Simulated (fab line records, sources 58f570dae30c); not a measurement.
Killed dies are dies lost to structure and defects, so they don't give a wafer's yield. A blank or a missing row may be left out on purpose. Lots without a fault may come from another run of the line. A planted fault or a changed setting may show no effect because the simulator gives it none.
Split-lot experiment | flow berkeley_cmos170 | 5 lots, 23 wafers read, on a route of 331 steps

THE SPLIT
At UCB170_ACTIVE_EXPOSE_10 (exposes mask ACTIVE, target cd 1200 nm), the setting dose_mj was moved away from the recipe's 20 on 4 of the 23 wafers read, by +3.8% to +5.2%. The other wafers ran this setting at the recipe's value.

FROM THE SPLIT TO THE READING: what the file shows between them, 5 steps
- UCB170_ACTIVE_PEB_11
- UCB170_ACTIVE_DEVELOP_12: develop time 45 s
- UCB170_ACTIVE_CD_MEAS_13: target cd 1200 nm
- UCB170_ACTIVE_ETCH_15: etches Si3N4 in CH3F/Ar/O2, stops on SiO2, target depth 242 nm, time 151 s (also split here: time_s)
- UCB170_ACTIVE_STRIP_16: strips in O2

THE READING
cd_nm, in nm, at UCB170_ACTIVE_CD_MEAS_90 (target cd 1200 nm). Fault-free wafers of this fab line usually give 1200.1 nm, standard deviation 1.5 nm.

wafer  | tool, chamber at the split | dose_mj as run | against the recipe | cd_nm, nm | against lot-mates on the recipe
L074.1 | krf_scanner-01, 0          | 21.05          | +5.2%              | 1191.9    | -11.3
L074.2 | krf_scanner-01, 0          | 21.05          | +5.2%              | 1192.6    | -10.6
L074.3 | krf_scanner-01, 0          | 20             | recipe             | 1202.6    | -
L074.4 | krf_scanner-01, 0          | 20             | recipe             | 1203.4    | -
L074.5 | krf_scanner-01, 0          | 20             | recipe             | 1203.5    | -
L076.1 | krf_scanner-02, 0          | 20             | recipe             | 1198.9    | -
L076.2 | krf_scanner-02, 0          | 20             | recipe             | 1198.8    | -
L076.3 | krf_scanner-02, 0          | 20             | recipe             | 1198.9    | -
L076.5 | krf_scanner-02, 0          | 20             | recipe             | 1198.3    | -
L076.6 | krf_scanner-02, 0          | 20             | recipe             | 1197.9    | -
L079.1 | krf_scanner-01, 0          | 20             | recipe             | 1197.6    | -
L079.2 | krf_scanner-01, 0          | 20.77          | +3.8%              | 1190.8    | -7.3
L079.3 | krf_scanner-01, 0          | 20.77          | +3.8%              | 1191.5    | -6.6
L079.5 | krf_scanner-01, 0          | 20             | recipe             | 1199.2    | -
L079.6 | krf_scanner-01, 0          | 20             | recipe             | 1197.4    | -
L082.2 | krf_scanner-01, 0          | 20             | recipe             | 1200.1    | -
L082.3 | krf_scanner-01, 0          | 20             | recipe             | 1199.6    | -
L082.4 | krf_scanner-01, 0          | 20             | recipe             | 1200.3    | -
L082.5 | krf_scanner-01, 0          | 20             | recipe             | 1199.0    | -
L082.6 | krf_scanner-01, 0          | 20             | recipe             | 1200.8    | -
L083.3 | krf_scanner-02, 0          | 20             | recipe             | 1202.0    | -
L083.5 | krf_scanner-02, 0          | 20             | recipe             | 1199.8    | -
L083.6 | krf_scanner-02, 0          | 20             | recipe             | 1199.9    | -

THE FIT
A straight line over all 23 wafers: cd_nm changes by -1.73 nm for each +1% of dose_mj; r = -0.86; the points scatter about the line by 1.9 nm.
The same after taking each lot's own level away (the mean of its wafers on the recipe; 23 wafers): -1.98 nm for each +1%; r = -0.98; scatter 0.7 nm.
On that fit, the largest move of dose_mj shifts the reading by 10 nm.
The lots' own levels span 1198.07 to 1203.17 nm, that is 3.4 times the standard deviation above.
So the lot-to-lot level changes the slope: the two fits differ.
Check: with one of the wafers moved furthest among these (+5.2%) left out of the fit, the line predicts -9.98 nm for it against its lot-mates. It came out at -11.3 nm against them.

OTHER SPLITS ON THESE WAFERS
These wafers also went through other splits before the reading. Each is held against what the fit with the lots' levels taken away leaves over:
other split on the same wafers        | wafers away from the commonest value | r with cd_nm (lot level and that fit taken away)
UCB170_NWELL_IMPLANT_14 energy_kev    | 5                                    | +0.14
UCB170_PWELL_CVD_05 sih2cl2_flow_sccm | 18                                   | -0.16
UCB170_PWELL_IMPLANT_15 dose_cm2      | 8                                    | +0.07
UCB170_ACTIVE_OXIDATION_02 temp_c     | 18                                   | +0.03
UCB170_ACTIVE_ETCH_15 time_s          | 7                                    | -0.16

THE WHOLE CHAIN: every reading that the file lists as answering this split, in the file's order
step                     | what it does                                                               | reading                                                       | change (the file's fit)              | r (the file's)
UCB170_ACTIVE_CD_MEAS_13 | target cd 1200 nm                                                          | cd_nm                                                         | -1.96 nm for each +1% of the setting | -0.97
UCB170_ACTIVE_ETCH_15    | etches Si3N4 in CH3F/Ar/O2, stops on SiO2, target depth 242 nm, time 151 s | ACTIVE.cd_nm (the simulator's own value, which no gauge read) | -1.95 nm for each +1% of the setting | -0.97
UCB170_ACTIVE_CD_MEAS_90 | target cd 1200 nm                                                          | cd_nm                                                         | -1.98 nm for each +1% of the setting | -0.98

THE FILE'S OWN FIT
cd_nm changes by -1.98 nm for each +1% of dose_mj, r = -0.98.
